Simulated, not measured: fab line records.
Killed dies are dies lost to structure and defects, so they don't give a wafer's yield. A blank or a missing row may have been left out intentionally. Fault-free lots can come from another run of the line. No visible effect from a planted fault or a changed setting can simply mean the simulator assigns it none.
Problem report, 8D (eight disciplines) form, completed by code :: flow berkeley_cmos170 :: the parts of the form that need people (team, actions taken, sign-off) are left out

## 1. THE ISSUE
At UCB170_GATE_ETCH_14, oes_product_au averages 0.889 a.u. over 9 wafers from 3 lots, while fault-free wafers read 0.994 a.u., standard deviation 0.017. Measured from the usual mean, that is -6.2 standard deviations.
The step: etches BARC in N2/H2.
Earliest sighting: wafer L682.1 on rie_diel-03 at day 8 17:40. At this step, 45 wafers from 15 lots have a number in the record. The rule behind "out" and "out of limits": a value lying over 4 standard deviations away from the usual mean. Any other wafer with a number is counted as sound.

## 2. WHAT IT IS, WHAT IT ISN'T
question: which readings at this step
is: oes_product_au
is not: drypump_motor_current_A, rf_fwd_power_W

question: which lots
is: L682, L687, L689
is not: L676, L678, L679, L680, L685, L688, L692, L693, L694, L696, L697, L699

question: which wafers of those lots
is: all that have a number
is not: -

question: read on which tools
is: rie_diel-03
is not: rie_diel-01, rie_diel-04

question: when
is: from day 8 17:40
is not: up to then (15 sound wafers); but 21 sound wafers of L688, L692, L693, L694, L696, L697, L699 came after

## 3. SUSPECTS, AND WHAT RULES EACH OUT
Counting: any tool at a process step up to the reading is kept as a suspect provided that every lot that is out went through it and no sound lot did after the first of them.
- rie_diel-03 at UCB170_GATE_ETCH_14 (etches BARC in N2/H2): kept. All lots that are out passed through it, beginning with L682 at day 8 17:40, and no sound lot followed; its final sound lot before that point was L680 at day 7 18:25. On those wafers its own readings are out: oes_product_au.
After counting, what remains is rie_diel-03 at UCB170_GATE_ETCH_14.

## 4. THE CAUSE (what the simulator had put in)
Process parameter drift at UCB170_GATE_ETCH_14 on rie_diel-03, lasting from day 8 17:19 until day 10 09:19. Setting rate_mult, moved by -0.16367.
The count eliminated every tool but this one.

## 5. THE CHAIN OF EFFECTS, in route order
One row per reading whose mean, taken over the struck wafers that have a number, lies over 3 standard deviations from the usual. Only readings whose record carries a usual standard deviation are examined. hours: median over the lots of the time between each lot's start at the first step of this table that gives one and its start at this step. sigmas: the change, counted in usual standard deviations.
hours: 0
step: UCB170_GATE_ETCH_14
reading: oes_product_au
usual: 0.994 a.u.
on struck wafers: 0.889
change: -0.105
sigmas: -6.2
The process steps in it:
- UCB170_GATE_ETCH_14: etches BARC in N2/H2.

## 6. WHAT WOULD HAVE CAUGHT IT SOONER
In this record the first reading out of limits was taken at day 8 17:40, 0 hours after the fault began at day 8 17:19.
